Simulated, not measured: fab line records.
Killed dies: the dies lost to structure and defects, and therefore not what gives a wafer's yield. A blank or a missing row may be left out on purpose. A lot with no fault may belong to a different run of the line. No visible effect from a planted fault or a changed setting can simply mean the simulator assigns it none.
Struck lot and sound lot, side by side + flow rit cmos + 44 steps out of a route of 202
Sound: wafers L916.3, L916.4, L916.6. Wafers L928.3, L928.5, L928.6 were the ones struck. Last of all comes the cause.
Each step with rows lists, per side, the tool, then ch with its chambers, then its first start. Under that, the readings that differ: sound wafers + struck wafers + difference of the means + sigmas: that difference in standard deviations of wafers without a fault.
alike: readings whose means differ by less than 2 such deviations, and words and numbers that are the same on both sides. not compared: withheld readings, readings that some wafer has no value for, bounds like >300 that may hide the same value, and numbers for which the record gives no deviation and whose values overlap.
The two part at a step that has a row with sigmas, a row that says differs or no value, or rows on one side only. When numbers do not overlap yet have no deviation, they are printed without sigmas and do not part them. A reading that every wafer of one side lacks parts them only if that side has two wafers or more.

first, 4 steps without rows for these wafers: RIT_PLDD_SOFTBAKE_02 (time 60 s); RIT_PLDD_EXPOSE_03 (exposes mask M8, target cd 40900 nm); RIT_PLDD_PEB_04; RIT_PLDD_DEVELOP_05 (develop time 50 s).
RIT_PLDD_OVL_MEAS_06:
  sound on overlay-01, day 2 18:35; struck on overlay-02, day 5 10:21
  alike: PLDD_OVL
then, 2 steps without rows for these wafers: RIT_PLDD_HARDBAKE_07 (time 60 s); RIT_PLDD_IMPLANT_08.
RIT_PLDD_STRIP_09: strips in O2, time 180 s.
  sound on plasma asher-01 ch 0,1, day 2 18:58; struck on plasma asher-01 ch 0,1, day 5 10:44
  alike: drypump motor current A
  not compared: rf hours counter h
RIT_PLDD_TW_MEAS_10:
  sound on film metro-04, day 2 19:07; struck on film metro-04, day 5 10:52
  alike: PLDD_TW
then, 3 steps without rows for these wafers: RIT_SPACER_CLEAN_00 (cleans in SC1, time 600 s); RIT_SPACER_CLEAN_01 (cleans in dHF, time 30 s); RIT_SPACER_CLEAN_02 (cleans in SC2, time 600 s).
RIT_SPACER_CVD_03: deposits Si3N4 from SiH2Cl2/NH3, target thk 250 nm, time 3300 s.
  sound on lpcvd-02 ch 1, day 2 19:43; struck on lpcvd-02 ch 1, day 5 11:59
| reading                                  | sound             | struck            | difference | sigmas      |
|------------------------------------------|-------------------|-------------------|------------|-------------|
| pressure mtorr (mTorr)                   | 300.0 298.4 300.0 | 240.2 240.2 240.6 | -59.1      | -99 or more |
| model.Si3N4_of_SPACER_CVD_03.thk nm (nm) | 248.6 249.6 247.1 | 236.6 237.3 236.5 | -11.6      |             |
  alike: spike tc centre C
RIT_SPACER_THK_MEAS_04:
  sound on film metro-01, day 2 21:38; struck on film metro-04, day 5 13:55
| reading                 | sound             | struck            | difference | sigmas |
|-------------------------|-------------------|-------------------|------------|--------|
| SPACER_NITRIDE_THK (nm) | 248.8 249.7 247.0 | 236.6 237.3 236.3 | -11.8      | -5     |
RIT_SPACER_ETCHBACK_05: etches Si3N4 in SF6/CHF3, stops on SiO2, target depth 250 nm, time 240 s.
  sound on rie diel-01 ch 0,1,3, day 2 21:41; struck on rie diel-01 ch 1,2,3, day 5 13:57
| reading                  | sound             | struck            | difference | sigmas |
|--------------------------|-------------------|-------------------|------------|--------|
| oes product au (a.u.)    | 0.851 0.867 0.831 | 0.826 0.799 0.782 | -0.047     | -3     |
| model.etch.depth nm (nm) | 248.6 249.6 247.1 | 236.6 237.3 236.5 | -11.6      |        |
  alike: drypump motor current A, throttle valve pct
  not compared: rf hours counter h
then, 2 steps without rows for these wafers: RIT_NSD_HMDS_00 (prime time 60 s); RIT_NSD_COAT_01 (resist thk 1000 nm).
RIT_NSD_SOFTBAKE_02: time 61.69 s.
  sound on litho track-01 ch 0, day 2 22:11; struck on litho track-01 ch 0, day 5 14:27
  alike: heater power total W, plate sensor t centre C, plate sensor t edge C
then, 3 steps without rows for these wafers: RIT_NSD_EXPOSE_03 (exposes mask M9, target cd 40700 nm); RIT_NSD_PEB_04; RIT_NSD_DEVELOP_05 (develop time 50 s).
RIT_NSD_OVL_MEAS_06:
  sound on overlay-01, day 2 22:49; struck on overlay-01, day 5 15:07
  alike: NSD_OVL
then, 2 steps without rows for these wafers: RIT_NSD_HARDBAKE_07 (time 60 s); RIT_NSD_IMPLANT_08.
RIT_NSD_STRIP_09: strips in O2, time 180 s.
  sound on plasma asher-04 ch 0,1, day 2 23:12; struck on plasma asher-01 ch 0,1, day 5 15:29
  alike: drypump motor current A
  not compared: rf hours counter h
RIT_NSD_TW_MEAS_10:
  sound on film metro-03, day 2 23:20; struck on film metro-03, day 5 15:38
| reading | sound          | struck         | difference | sigmas |
|---------|----------------|----------------|------------|--------|
| NSD_TW  | 3131 3128 3129 | 3180 3198 3185 | +58        | +3     |
then, 6 steps without rows for these wafers: RIT_PSD_HMDS_00 (prime time 60 s); RIT_PSD_COAT_01 (resist thk 1000 nm); RIT_PSD_SOFTBAKE_02 (time 60 s); RIT_PSD_EXPOSE_03 (exposes mask M10, target cd 40900 nm); RIT_PSD_PEB_04; RIT_PSD_DEVELOP_05 (develop time 50 s).
RIT_PSD_OVL_MEAS_06:
  sound on overlay-02, day 3 00:14; struck on overlay-02, day 5 16:40
  alike: PSD_OVL
then, 2 steps without rows for these wafers: RIT_PSD_HARDBAKE_07 (time 60 s); RIT_PSD_IMPLANT_08.
RIT_PSD_STRIP_09: strips in O2, time 180 s.
  sound on plasma asher-01 ch 0,1, day 3 00:37; struck on plasma asher-01 ch 0,1, day 5 17:02
  alike: drypump motor current A
  not compared: rf hours counter h
RIT_PSD_TW_MEAS_10:
  sound on film metro-03, day 3 00:46; struck on film metro-02, day 5 17:11
  alike: PSD_TW
then, 3 steps without rows for these wafers: RIT_SDANNEAL_CLEAN_00 (cleans in SC1, time 600 s); RIT_SDANNEAL_CLEAN_01 (cleans in dHF, time 30 s); RIT_SDANNEAL_CLEAN_02 (cleans in SC2, time 600 s).
RIT_SDANNEAL_RTA_03: time 5 s.
  sound on rtp anneal-02 ch 0, day 3 01:40; struck on rtp anneal-02 ch 0, day 5 17:57
  alike: chamber o2 ppm, wafer_temp_C_max
RIT_SDANNEAL_RS_MEAS_04: a four-point-probe measurement.
  sound on film metro-04, day 3 01:45; struck on film metro-04, day 5 18:02
  alike: PSD_RS
RIT_SILICIDE_WET_ETCH_00: etches SiO2 in BOE, target depth 14 nm, time 15 s.
  sound on wet bench-01 ch 1, day 3 02:11; struck on wet bench-03 ch 0, day 5 18:28
| reading                                  | sound             | struck            | difference | sigmas |
|------------------------------------------|-------------------|-------------------|------------|--------|
| model.Si3N4_of_SPACER_CVD_03.thk nm (nm) | 191.8 192.2 190.3 | 183.2 183.9 183.6 | -7.9       |        |
  alike: bath heat duty pct
RIT_M1_PROBE_99:
  sound on prober-01, day 3 10:33; struck on prober-02, day 6 02:04
| reading                             | sound           | struck            | difference | sigmas |
|-------------------------------------|-----------------|-------------------|------------|--------|
| model.etest.pwell pinched.rs ohm sq | 451.7 460.6 458 | 470.4 467.1 472.3 | +13.2      |        |
  alike: killed at contacts, killed at front end, killed dies, killed open, killed short
  not compared: model.etest.nmos_0p15.r on ohm um, model.etest.nwell pinched.rs ohm sq, model.etest.diode nplus comb.cj ff um2

== WHERE THEY PART ==
At RIT_SPACER_CVD_03 first; at RIT_NSD_TW_MEAS_10 last (within this record only). Later steps at which nothing parts them and some readings are alike: RIT_PSD_OVL_MEAS_06, RIT_PSD_STRIP_09, RIT_PSD_TW_MEAS_10, RIT_SDANNEAL_RTA_03, RIT_SDANNEAL_RS_MEAS_04, RIT_SILICIDE_WET_ETCH_00, RIT_M1_PROBE_99.

WHY: what had been put in by the simulator
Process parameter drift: lpcvd-02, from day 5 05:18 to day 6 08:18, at RIT_SPACER_CVD_03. Setting pressure mtorr, moved by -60, from 300. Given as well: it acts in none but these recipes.
